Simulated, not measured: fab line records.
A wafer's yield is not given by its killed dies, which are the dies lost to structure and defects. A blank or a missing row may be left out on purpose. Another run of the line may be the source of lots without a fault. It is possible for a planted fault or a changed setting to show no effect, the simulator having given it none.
A lot that was struck, set against a sound lot :: flow berkeley-cmos170 :: 16 steps out of a route of 331
Sound: these wafers, L171.2, L171.5, L171.6. The struck wafers were L177.4, L177.5, L177.6. The cause comes at the end.
Order at every step that has rows: each side's tool, ch and its chambers, its first start. Under that, the readings that differ: sound wafers :: struck wafers :: difference of the means :: sigmas: that difference in standard deviations of wafers without a fault.
alike: words and numbers the same on both sides, and readings whose means are apart by under 2 such deviations; not compared: readings that were withheld, readings missing a value for some wafer, numbers with overlapping values and no deviation given by the record, and bounds like >300 which may hide the same value.
A row with sigmas, a row that says differs or no value, or rows on one side alone: a step with any of these is where the two part. When numbers do not overlap yet have no deviation, they are printed without sigmas and do not part them. Lack of a reading on every wafer of one side parts them only where that side has two or more wafers.

UCB170_PWELL_THK_MEAS_03:
  sound on film-metro-01 at day 4 07:42; struck on film-metro-03 at day 5 20:20
  alike: PWELL_OXIDE_THK
then, 2 steps without rows for these wafers: UCB170_PWELL_ANNEAL_04 (time 900 s); UCB170_PWELL_CVD_05 (deposits Si3N4 from SiH2Cl2/NH3, target thk 220 nm, time 3300 s).
UCB170_PWELL_THK_MEAS_06:
  sound on film-metro-02 at day 4 13:17; struck on film-metro-02 at day 6 02:01
reading: PWELL_NITRIDE_THK (nm)
sound: 225.1 224.0 223.5
struck: 219.2 218.7 219.9
difference: -4.9
sigmas: -2
then, 6 steps without rows for these wafers: UCB170_PWELL_HMDS_07 (prime time 60 s); UCB170_PWELL_COAT_08 (resist thk 900 nm); UCB170_PWELL_SOFTBAKE_09 (time 60 s); UCB170_PWELL_EXPOSE_10 (exposes mask PWELL, target cd 3000 nm); UCB170_PWELL_PEB_11; UCB170_PWELL_DEVELOP_12 (develop time 45 s).
UCB170_PWELL_OVL_MEAS_13:
  sound on overlay-02 at day 4 14:40; struck on overlay-01 at day 6 03:53
  alike: PWELL_OVL
UCB170_PWELL_ETCH_14: etches Si3N4 in CH3F/Ar/O2, stops on SiO2, target depth 242 nm, time 151 s.
  sound on rie-diel-01 ch 0,2,3, day 4 14:42; struck on rie-diel-01 ch 0,1, day 6 03:54
  alike: drypump-motor-current-A, oes-product-au, throttle-valve-pct
  not compared: rf-hours-counter-h
UCB170_PWELL_IMPLANT_15:
  sound on implanter-02 ch 0, day 4 14:50; struck on implanter-02 ch 0, day 6 04:04
reading: dose-ions-cm2
sound: 4.995e+12 4.999e+12 5.002e+12
struck: 2.758e+12 2.76e+12 2.756e+12
difference: -2.241e+12
sigmas: -99 or more

reading: faraday-current-uA
sound: 15.4 15.4 15.4
struck: 8.5 8.7 8.9
difference: -6.7
sigmas: -20
UCB170_PWELL_STRIP_16: strips in O2.
  sound on plasma-asher-04 ch 0,1, day 4 14:57; struck on plasma-asher-01 ch 0,1, day 6 04:11
  alike: drypump-motor-current-A, oes-product-au, strip-time-to-endpoint-s
  not compared: rf-hours-counter-h
UCB170_PWELL_TW_MEAS_17:
  sound on film-metro-02 at day 4 15:04; struck on film-metro-03 at day 6 04:30
reading: PWELL_TW
sound: 383.6 383.3 385.5
struck: 315.9 317.9 317.5
difference: -67.0
sigmas: -24
  not compared: hold
-- the record jumps here: 5 days lie between the struck wafers' starts before and after (it left off in module PWELL and takes up again in module M3, whose first step shown is number 331 of the route) --
UCB170_M3_PROBE_99:
  only the struck wafers here have rows in the record (prober-02, day 10 23:48); the sound ones have none

## WHERE THEY PART
Earliest at UCB170_PWELL_THK_MEAS_06; latest, in this record, at UCB170_M3_PROBE_99.

WHY: the cause the simulator had injected
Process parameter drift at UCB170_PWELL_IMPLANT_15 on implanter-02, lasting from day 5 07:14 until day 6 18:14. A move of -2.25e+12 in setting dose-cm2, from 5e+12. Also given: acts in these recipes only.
